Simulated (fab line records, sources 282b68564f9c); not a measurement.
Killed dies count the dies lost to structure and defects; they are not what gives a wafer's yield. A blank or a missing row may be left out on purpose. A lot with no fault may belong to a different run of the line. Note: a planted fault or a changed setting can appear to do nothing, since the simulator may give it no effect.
Struck lot and sound lot, side by side    flow rit_cmos    14 out of 202 route steps
Sound: these wafers, L940.3, L940.4, L940.6. Wafers struck: L951.2, L951.4, L951.5. At the end, the cause is stated.
For every step that has rows: the tool of each side, followed by ch and its chambers, followed by its first start. Under that, the readings that differ: sound wafers    struck wafers    difference of the means    sigmas: that difference in standard deviations of wafers without a fault.
alike: words and numbers the same on both sides, and readings whose means are apart by under 2 such deviations; not compared: readings that were withheld, readings missing a value for some wafer, numbers with overlapping values and no deviation given by the record, and bounds like >300 which may hide the same value.
Wherever a step has rows on one side only, a row that says differs or no value, or a row with sigmas, the two part there. Numbers that don't overlap but have no deviation are shown without sigmas and don't part them. A reading that every wafer of one side lacks parts them only if that side has two wafers or more.

RIT_GATE_ETCH_19: etches poly-Si in SF6/CHF3/O2, stops on SiO2, time 165 s, target depth 312.5 nm.
  sound on rie_si-01 ch 0,1,3, day 4 23:10; struck on rie_si-02 ch 1,2,3, day 7 04:26
  alike: CHF3_flow_sccm, drypump_motor_current_A, oes_product_au, throttle_valve_pct
  not compared: rf_hours_counter_h
RIT_GATE_STRIP_20: strips in O2, time 180 s.
  sound on plasma_asher-04 ch 0,1, day 4 23:20; struck on plasma_asher-04 ch 0,1, day 7 04:32
  alike: drypump_motor_current_A
  not compared: rf_hours_counter_h
RIT_GATE_CD_MEAS_90: the cd target is 150 nm.
  struck on cd_sem-01, day 7 04:44; sound on cd_sem-01, day 4 23:30
reading     sound              struck             difference  sigmas
cd_nm (nm)  142.7 143.2 142.7  154.6 149.4 151.7  +9.0        +3
then, 4 steps without rows for these wafers: RIT_REOX_CLEAN_00 (cleans in SC1, time 600 s); RIT_REOX_CLEAN_01 (cleans in dHF, time 30 s); RIT_REOX_CLEAN_02 (cleans in SC2, time 600 s); RIT_REOX_OXIDATION_03 (target thk 25.2 nm, ox time 5580 s).
RIT_REOX_THK_MEAS_04:
  struck on film_metro-04, day 7 07:46; sound on film_metro-02, day 5 03:31
  alike: REOX_OXIDE_THK
then, 4 steps without rows for these wafers: RIT_NLDD_HMDS_00 (prime time 60 s); RIT_NLDD_COAT_01 (resist thk 1000 nm); RIT_NLDD_SOFTBAKE_02 (time 60 s); RIT_NLDD_EXPOSE_03 (exposes mask M7, target cd 40700 nm).
RIT_NLDD_PEB_04:
  sound on litho_track-03 ch 0, day 5 04:10; struck on litho_track-01, day 7 08:25
reading          sound           struck  difference                     sigmas
exhaust_pa (Pa)  45.6 45.8 44.9  - - -   no value on the struck wafers  
  not compared: chill_plate_temp_C, resist_line_temp_C
then, 1 step without rows for these wafers: RIT_NLDD_DEVELOP_05 (develop time 50 s).

== WHERE THEY PART ==
Earliest at RIT_GATE_CD_MEAS_90; latest, in this record, at RIT_NLDD_PEB_04.

WHY: what had been put in by the simulator
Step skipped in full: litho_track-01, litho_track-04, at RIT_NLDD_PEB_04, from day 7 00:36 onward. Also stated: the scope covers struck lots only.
